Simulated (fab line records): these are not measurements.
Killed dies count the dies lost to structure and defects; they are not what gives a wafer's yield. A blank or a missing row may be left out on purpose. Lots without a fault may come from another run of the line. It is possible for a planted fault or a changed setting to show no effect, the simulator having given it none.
fab line records    flow berkeley_cmos170
[record] lots = 14  wafers = 42  last_day = 12
route steps=331 shown NSD@190
lots that met no fault: from a run of the same line without faults
start_h: hours from the record's opening day to when the first of the lot's shown wafers began    wait_h: hours since the lot's step before    " unchanged from the row above    L1.1+2: one row covering several wafers at once    - no value, or no start was given    * or withheld: withheld    < > ~ a bound
route shown NAME@n: a module of which the file shows steps, and the number in the route of the first    usual: mean/standard deviation of fault-free wafers    same: alike in all rows    chamber/n: place in a boat    sites: each site's reading    _std_site: their standard deviation    _edge_site: mean of outer sites minus mean of inner sites    radius_mm: for every site, how far away it sits from the centre of the wafer    mask NAME#n: copy n    behind: tool/chamber where the wafer was last shaped    hold: the reason the lot was held/the length of the hold in hours/how it ended    device: transistor that didn't switch, given as n, p or np    end of line: tests of these same wafers at the route's end    a step given without rows: its recipe and nothing more    killed: count of dies lost to structure and defects at first sort (not the wafer's yield)    map: per-die view of a wafer (x killed, . not killed, _ where there is no die)
set.NAME: the setting as run; set.NAME@STEP: as run at that earlier step    model.NAME: the simulator's own value behind a step, which no gauge read
one table for each step of the route and one row for each wafer, over a sample of lots
services: a tool's chamber out of use, with start hour (start_h, from the record's first day; less than 0 if before it), hours out, and reason
[[steps]]
[step UCB170_NSD_EXPOSE_03]
[recipe] mask_id = NSELECT_MOD  na = 0.5  sigma_outer = 0.6  source_shape = conventional  target_cd_nm = 1200  dose_mj = 30
[usual] exposure_dose_mJ_cm2 = 30.000/0.028
[same] sigma_outer = 0.6
lot.wafer  tool            chamber  start_h  wait_h  mask           exposure_dose_mJ_cm2
L935.3     krf_scanner-01  0        175.73   0.2     NSELECT_MOD#0  29.964
L935.4     "               0        "        "       NSELECT_MOD#0  29.973
L935.6     "               0        "        "       NSELECT_MOD#0  29.995
L933.1     krf_scanner-01  0        175.81   0.4     NSELECT_MOD#0  30.012
L933.3     "               0        "        "       NSELECT_MOD#0  29.976
L933.6     "               0        "        "       NSELECT_MOD#0  30.022
L934.2     krf_scanner-01  0        175.95   0.4     NSELECT_MOD#0  30.020
L934.5     "               0        "        "       NSELECT_MOD#0  29.999
L934.6     "               0        "        "       NSELECT_MOD#0  29.998
L937.1     krf_scanner-02  0        180.05   0.2     NSELECT_MOD#0  30.020
L937.2     "               0        "        "       NSELECT_MOD#0  30.011
L937.5     "               0        "        "       NSELECT_MOD#0  30.021
L936.1     krf_scanner-01  0        180.34   0.5     NSELECT_MOD#0  29.980
L936.3     "               0        "        "       NSELECT_MOD#0  29.996
L936.5     "               0        "        "       NSELECT_MOD#0  29.973
L939.2     krf_scanner-02  0        197.96   -       NSELECT_MOD#0  30.003
L939.3     "               0        "        "       NSELECT_MOD#0  30.036
L939.5     "               0        "        "       NSELECT_MOD#0  30.011
L940.1     krf_scanner-01  0        198.18   -       NSELECT_MOD#0  30.008
L940.2     "               0        "        "       NSELECT_MOD#0  30.027
L940.5     "               0        "        "       NSELECT_MOD#0  30.059
L941.1     krf_scanner-02  0        198.42   -       NSELECT_MOD#0  29.995
L941.2     "               0        "        "       NSELECT_MOD#0  29.994
L941.3     "               0        "        "       NSELECT_MOD#0  30.004
L943.3     krf_scanner-01  0        212.40   0.2     NSELECT_MOD#0  29.972
L943.5     "               0        "        "       NSELECT_MOD#0  29.983
L943.6     "               0        "        "       NSELECT_MOD#0  30.038
L942.2     krf_scanner-02  0        217.68   0.2     NSELECT_MOD#0  29.996
L942.4     "               0        "        "       NSELECT_MOD#0  29.986
L942.5     "               0        "        "       NSELECT_MOD#0  29.995
L947.1     krf_scanner-02  0        229.43   0.2     NSELECT_MOD#0  30.084
L947.2     "               0        "        "       NSELECT_MOD#0  30.035
L947.6     "               0        "        "       NSELECT_MOD#0  30.023
L948.1     krf_scanner-01  0        244.67   0.3     NSELECT_MOD#0  29.660
L948.4     "               0        "        "       NSELECT_MOD#0  29.642
L948.6     "               0        "        "       NSELECT_MOD#0  29.610
L950.4     krf_scanner-01  0        255.81   0.4     NSELECT_MOD#0  29.704
L950.5     "               0        "        "       NSELECT_MOD#0  29.733
L950.6     "               0        "        "       NSELECT_MOD#0  29.720
L953.1     krf_scanner-02  0        266.56   0.1     NSELECT_MOD#0  30.033
L953.5     "               0        "        "       NSELECT_MOD#0  30.017
L953.6     "               0        "        "       NSELECT_MOD#0  29.993
[[services]]
tool            chamber  start_h  hours  kind
krf_scanner-02  -        170.78   4.4    pm
krf_scanner-02  -        185.56   0.8    pm
krf_scanner-02  -        222.18   1.3    pm
krf_scanner-01  -        246.43   0.8    pm
krf_scanner-02  -        251.00   2.0    repair
krf_scanner-01  -        253.44   1.0    pm
krf_scanner-01  -        258.90   1.3    pm
[[key]]
[first_sign] step = UCB170_NSD_EXPOSE_03  reading = exposure_dose_mJ_cm2  direction = down  sigmas = 12  usual = 30.000  struck = 29.678
effect none on later readings
met_at UCB170_NSD_EXPOSE_03
struck_lots L948,L950
tester_left_out L948,L950
[loop_trim] step = UCB170_NSD_EXPOSE_03  setting = dose  lots = L950
onset_between 212.40 244.67
[fault] kind = process_parameter_drift  tool = krf_scanner-01  chamber = -  onset_h = 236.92  steps = UCB170_NSD_EXPOSE_03  channel = dose_mj  offset = -0.37383  shape = step  acts_in = these_recipes_only  stated = 30
// tester_left_out: of these lots the tester's yield and bins aren't shown, on N5 and GAA mostly nor the transistor test; their killed dies are dies lost to structure and defects alone, not to doping, threshold or leakage, so they don't give the yield
// loop_trim: a control loop set the setting to another value than it would have without faults
